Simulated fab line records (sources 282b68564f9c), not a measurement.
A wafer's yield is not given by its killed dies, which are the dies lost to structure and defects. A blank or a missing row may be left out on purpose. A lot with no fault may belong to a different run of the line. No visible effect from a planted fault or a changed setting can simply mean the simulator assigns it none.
Struck lot and sound lot, side by side ; flow rit cmos ; 21 steps out of a route of 202
Sound: wafers L201.3, L201.4, L201.6. Wafers L192.2, L192.3, L192.6 were the ones struck. The cause is named last.
Per side, at each step with rows, come the tool, then ch with its chambers, and then its first start. Under that, the readings that differ: sound wafers ; struck wafers ; difference of the means ; sigmas: that difference in standard deviations of wafers without a fault.
alike: same words and numbers on both sides, and readings whose means sit less than 2 such deviations apart. not compared: any withheld reading, any reading some wafer has no value for, any bound like >300 that may hide the same value, and any number with overlapping values for which the record gives no deviation.
Wherever a step has rows on one side only, a row that says differs or no value, or a row with sigmas, the two part there. Numbers that have no deviation but don't overlap get no sigmas and don't part them. Lack of a reading on every wafer of one side parts them only where that side has two or more wafers.

first, 3 steps without rows for these wafers: RIT_PWELL_EXPOSE_03 (exposes mask M3, target cd 43700 nm); RIT_PWELL_PEB_04; RIT_PWELL_DEVELOP_05 (develop time 68 s).
RIT_PWELL_OVL_MEAS_06:
  sound: overlay-01 at day 5 23:17; struck: overlay-02 at day 4 01:42
  alike: PWELL_OVL
then, 2 steps without rows for these wafers: RIT_PWELL_HARDBAKE_07 (time 120 s); RIT_PWELL_IMPLANT_08.
RIT_PWELL_STRIP_09: strips in O2, time 180 s.
  sound on plasma asher-01 ch 0,1, day 5 23:47; struck on plasma asher-01 ch 0,1, day 4 02:08
  alike: drypump motor current A
  not compared: rf hours counter h
RIT_PWELL_TW_MEAS_10:
  sound: film metro-01 at day 5 23:55; struck: film metro-01 at day 4 02:19
  alike: PWELL_TW
then, 1 step without rows for these wafers: RIT_WELLDRIVE_ANNEAL_00 (time 14700 s).
RIT_WELLDRIVE_RS_MEAS_01: measurement is done with a four-point probe.
  sound: film metro-02 at day 6 05:05; struck: film metro-02 at day 4 07:28
  alike: NWELL_RS
RIT_WELLDRIVE_RS_MEAS_02: measurement is done with a four-point probe.
  sound: film metro-02 at day 6 05:12; struck: film metro-02 at day 4 07:35
  alike: PWELL_RS
then, 1 step without rows for these wafers: RIT_NRETRO_HMDS_00 (prime time 60 s).
RIT_NRETRO_COAT_01: resist thk 1300 nm.
  sound on litho track-04 ch 0, day 6 05:29; struck on litho track-03 ch 0, day 4 07:55
reading;sound;struck;difference;sigmas
chill plate temp C (C);22.90 23.18 23.14;22.88 22.80 22.68;-0.29;-2
model.NOVOLAK_of_NRETRO_COAT_01.thk nm (nm);1297 1297 1297;1368 1374 1373;+75;
then, 4 steps without rows for these wafers: RIT_NRETRO_SOFTBAKE_02 (time 60 s); RIT_NRETRO_EXPOSE_03 (exposes mask M4, target cd 43900 nm); RIT_NRETRO_PEB_04; RIT_NRETRO_DEVELOP_05 (develop time 68 s).
RIT_NRETRO_OVL_MEAS_06:
  sound: overlay-02 at day 6 06:17; struck: overlay-02 at day 4 08:40
  alike: NRETRO_OVL
RIT_NRETRO_HARDBAKE_07: time 120 s.
  sound on litho track-04 ch 0, day 6 06:24; struck on litho track-02 ch 0, day 4 08:44
reading;sound;struck;difference;sigmas
model.NOVOLAK_of_NRETRO_COAT_01.thk nm (nm);1134 1134 1135;1195 1201 1199;+64;
  alike: chill plate temp C
next, for these wafers, 1 step has no rows: RIT_NRETRO_IMPLANT_08.
RIT_M1_PROBE_99:
  sound: prober-01 at day 7 09:46; struck: prober-02 at day 5 14:28
  alike: killed at contacts, killed at front end, killed dies, killed open, killed short

## WHERE THEY PART
RIT_NRETRO_COAT_01 only, going by this record. Later steps at which nothing parts them and some readings are alike: RIT_NRETRO_OVL_MEAS_06, RIT_NRETRO_HARDBAKE_07, RIT_M1_PROBE_99.

WHY: whatever the simulator had introduced
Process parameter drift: litho track-03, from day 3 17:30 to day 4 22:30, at RIT_NRETRO_COAT_01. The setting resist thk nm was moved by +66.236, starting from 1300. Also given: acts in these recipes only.
